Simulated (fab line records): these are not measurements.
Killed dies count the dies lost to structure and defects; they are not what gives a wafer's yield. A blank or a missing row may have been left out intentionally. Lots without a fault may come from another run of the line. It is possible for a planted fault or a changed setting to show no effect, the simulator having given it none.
Split-lot study	flow rit cmos	route with 202 steps; 5 lots, 23 wafers read

## ON THE SPLIT
At RIT_FOX2_OXIDATION_00 (target thk 350.7 nm, ox time 1130 s), the setting temp c was moved away from the recipe's 1100 C on 15 of the 23 wafers read, by -1.6% to +1.5%. The other wafers ran this setting at the recipe's value.

## FROM THE SPLIT TO THE READING: what the file shows between them, 15 steps
- RIT_FOX2_THK_MEAS_01
- RIT_FOX2_CLEAN_02: cleans in dHF, time 180 s
- RIT_FOX2_WET_ETCH_03: etches Si3N4 in H3PO4, target depth 195 nm, time 2700 s
- RIT_FOX2_THK_MEAS_90
- RIT_NRETRO_SOFTBAKE_02: time 60 s (also split here: temp c)
- RIT_NRETRO_EXPOSE_03: exposes mask M4, target cd 43900 nm
- RIT_NRETRO_PEB_04
- RIT_NRETRO_DEVELOP_05: develop time 68 s
- RIT_NRETRO_IMPLANT_08 (also split here: energy kev)
- RIT_PRETRO_COAT_01: resist thk 1300 nm (also split here: resist thk nm)
- RIT_PRETRO_SOFTBAKE_02: time 60 s
- RIT_PRETRO_EXPOSE_03: exposes mask M5, target cd 43700 nm
- RIT_PRETRO_DEVELOP_05: develop time 68 s
- RIT_PRETRO_HARDBAKE_07: time 120 s
- RIT_GATE_CLEAN_04: cleans in dHF, time 60 s (also split here: time s)

## THE READING
Values of FIELD_OXIDE_LEFT_2_THK in nm from RIT_FOX2_THK_MEAS_91. Fault-free wafers of this fab line usually give 255 nm, standard deviation 4.9 nm.

wafer	tool, chamber at the split	temp c as run, C	against the recipe	FIELD_OXIDE_LEFT_2_THK, nm	against lot-mates on the recipe
L076.1	-, -	1100	recipe	260	-
L076.2	-, -	1100	recipe	260	-
L076.3	-, -	1100	recipe	248	-
L076.5	-, -	1100	recipe	259	-
L076.6	-, -	1100	recipe	259	-
L078.1	-, -	1116	+1.5%	283	no lot-mate on the recipe
L078.2	-, -	1116	+1.5%	282	no lot-mate on the recipe
L078.3	-, -	1116	+1.5%	280	no lot-mate on the recipe
L078.5	-, -	1116	+1.5%	272	no lot-mate on the recipe
L078.6	-, -	1116	+1.5%	285	no lot-mate on the recipe
L079.1	-, -	1082	-1.6%	217	no lot-mate on the recipe
L079.3	-, -	1082	-1.6%	217	no lot-mate on the recipe
L079.4	-, -	1082	-1.6%	217	no lot-mate on the recipe
L079.5	-, -	1082	-1.6%	217	no lot-mate on the recipe
L079.6	-, -	1082	-1.6%	216	no lot-mate on the recipe
L084.2	furnace-01, 0	1100	recipe	258	-
L084.4	furnace-01, 0	1100	recipe	265	-
L084.5	furnace-01, 0	1100	recipe	262	-
L085.1	-, -	1090	-0.9%	240	no lot-mate on the recipe
L085.2	-, -	1090	-0.9%	242	no lot-mate on the recipe
L085.3	-, -	1090	-0.9%	245	no lot-mate on the recipe
L085.4	-, -	1090	-0.9%	249	no lot-mate on the recipe
L085.5	-, -	1090	-0.9%	240	no lot-mate on the recipe

FIT RESULTS
A straight line over all 23 wafers: FIELD_OXIDE_LEFT_2_THK changes by +19.7 nm for each +1% of temp c; r = +0.96; the points scatter about the line by 6.4 nm.
Too few moved wafers have a lot-mate on the recipe to fit a line with each lot's own level taken away.

## THE WHOLE CHAIN: every reading that the file lists as answering this split, in the file's order
step	what it does	reading	change (the file's fit)	r (the file's)
RIT_FOX2_OXIDATION_00	target thk 350.7 nm, ox time 1130 s	SiO2_of_FOX2_OXIDATION_00.thk nm (the simulator's own value, which no gauge read)	+19.5 nm for each +1% of the setting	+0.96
RIT_FOX2_THK_MEAS_01		FOX2_OXIDE_THK	+19.5 for each +1% of the setting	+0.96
RIT_FOX2_WET_ETCH_03	etches Si3N4 in H3PO4, target depth 195 nm, time 2700 s	SiO2_of_FOX2_OXIDATION_00.thk nm (the simulator's own value, which no gauge read)	+19.4 nm for each +1% of the setting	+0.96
RIT_FOX2_THK_MEAS_90		FIELD_OXIDE_LEFT_1_THK	+19.4 for each +1% of the setting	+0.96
RIT_FOX2_THK_MEAS_91		FIELD_OXIDE_LEFT_2_THK	+19.8 for each +1% of the setting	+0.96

## THE FILE'S OWN FIT
FIELD_OXIDE_LEFT_2_THK changes by +19.8 nm for each +1% of temp c, r = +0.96.
